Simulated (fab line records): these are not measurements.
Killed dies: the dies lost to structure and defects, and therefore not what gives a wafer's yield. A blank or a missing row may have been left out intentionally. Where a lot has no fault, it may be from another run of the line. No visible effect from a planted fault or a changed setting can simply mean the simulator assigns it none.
Problem report in the 8D (eight disciplines) form, filled by code    flow berkeley_cmos170    the parts of the form that need people (team, actions taken, sign-off) are left out

== 1. THE ISSUE ==
At UCB170_GATE_CD_MEAS_12, cd_nm averages 297.9 nm over 6 wafers from 2 lots, while fault-free wafers read 349.8 nm, standard deviation 1.3. That is -40 standard deviations from the usual mean.
The step: target cd 350 nm.
The first sign was on wafer L467.2 at day 9 19:01, on cd_sem-02. The record holds 42 wafers of 14 lots with a number at this step. By rule, "out" or "out of limits" means more than 4 standard deviations away from the usual mean. All remaining wafers that have a number are taken as sound.

== 2. WHAT IT IS AND WHAT IT IS NOT ==
question                     is                      is not
which readings at this step  cd_nm                   -
which lots                   L465, L467              L449, L450, L452, L453, L454, L455, L456, L457, L459, L469, L470, L471
which wafers of those lots   all that have a number  -
read on which gauges         cd_sem-02               cd_sem-01
when                         from day 9 19:01        up to then (27 sound wafers); but 9 sound wafers of L469, L470, L471 came after

== 3. SUSPECTS, AND WHAT RULES EACH OUT ==
Counting: any tool at a process step up to the reading is kept as a suspect provided that every lot that is out went through it and no sound lot did after the first of them.
- ruled out: the gauge at UCB170_GATE_CD_MEAS_12. All the wafers that are out were read on cd_sem-02, but those of them that UCB170_GATE_PEB_10 has rows for are out there too, on other tools.
- litho_track-02 at UCB170_GATE_PEB_10: kept. It processed each lot that is out, first L467 at day 9 18:45, and no sound lot thereafter; up to then, the last sound lot it processed was L457 at day 8 04:29. Its own readings are out on those wafers: heater_power_total_W, plate_temp_C.
Left after counting: litho_track-02 at UCB170_GATE_PEB_10.

== 4. THE CAUSE (what the simulator had put in) ==
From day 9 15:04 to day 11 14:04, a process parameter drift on litho_track-02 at UCB170_GATE_PEB_10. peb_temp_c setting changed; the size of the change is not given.
Counting left only this tool.

== 5. SEQUENCE OF EFFECTS, ordered by route ==
One row per reading whose mean, taken over the struck wafers that have a number, lies over 3 standard deviations from the usual. Scope: only readings with a usual standard deviation given in the record; hours: median across lots of the time from each lot's start at the first step in this table that gives one to its start at this step; sigmas: change in usual standard deviations.
hours  step                    reading               usual     on struck wafers  change  sigmas
0      UCB170_GATE_PEB_10      heater_power_total_W  56.81 W   64.82             +8.01   +99 or more
0      UCB170_GATE_PEB_10      plate_temp_C          130.03 C  143.87            +13.84  +99 or more
0      UCB170_GATE_CD_MEAS_12  cd_nm                 349.8 nm  297.9             -51.9   -40
It contains these process steps:
- UCB170_GATE_PEB_10

== 6. HOW IT WOULD HAVE BEEN CAUGHT EARLIER ==
4 hours passed between the start of the fault at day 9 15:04 and the first reading out of limits at a measuring or inspecting step in this record, taken at day 9 19:01.
The tool's own readings at UCB170_GATE_PEB_10 were out on every struck wafer that the step has a row for (heater_power_total_W, plate_temp_C): an alarm limit on them would have fired on the first of those.
All the lots that are out (2) had begun UCB170_GATE_PEB_10 on litho_track-02 by day 9 19:01. Had the tool been put on hold then, not one of them would have been saved.
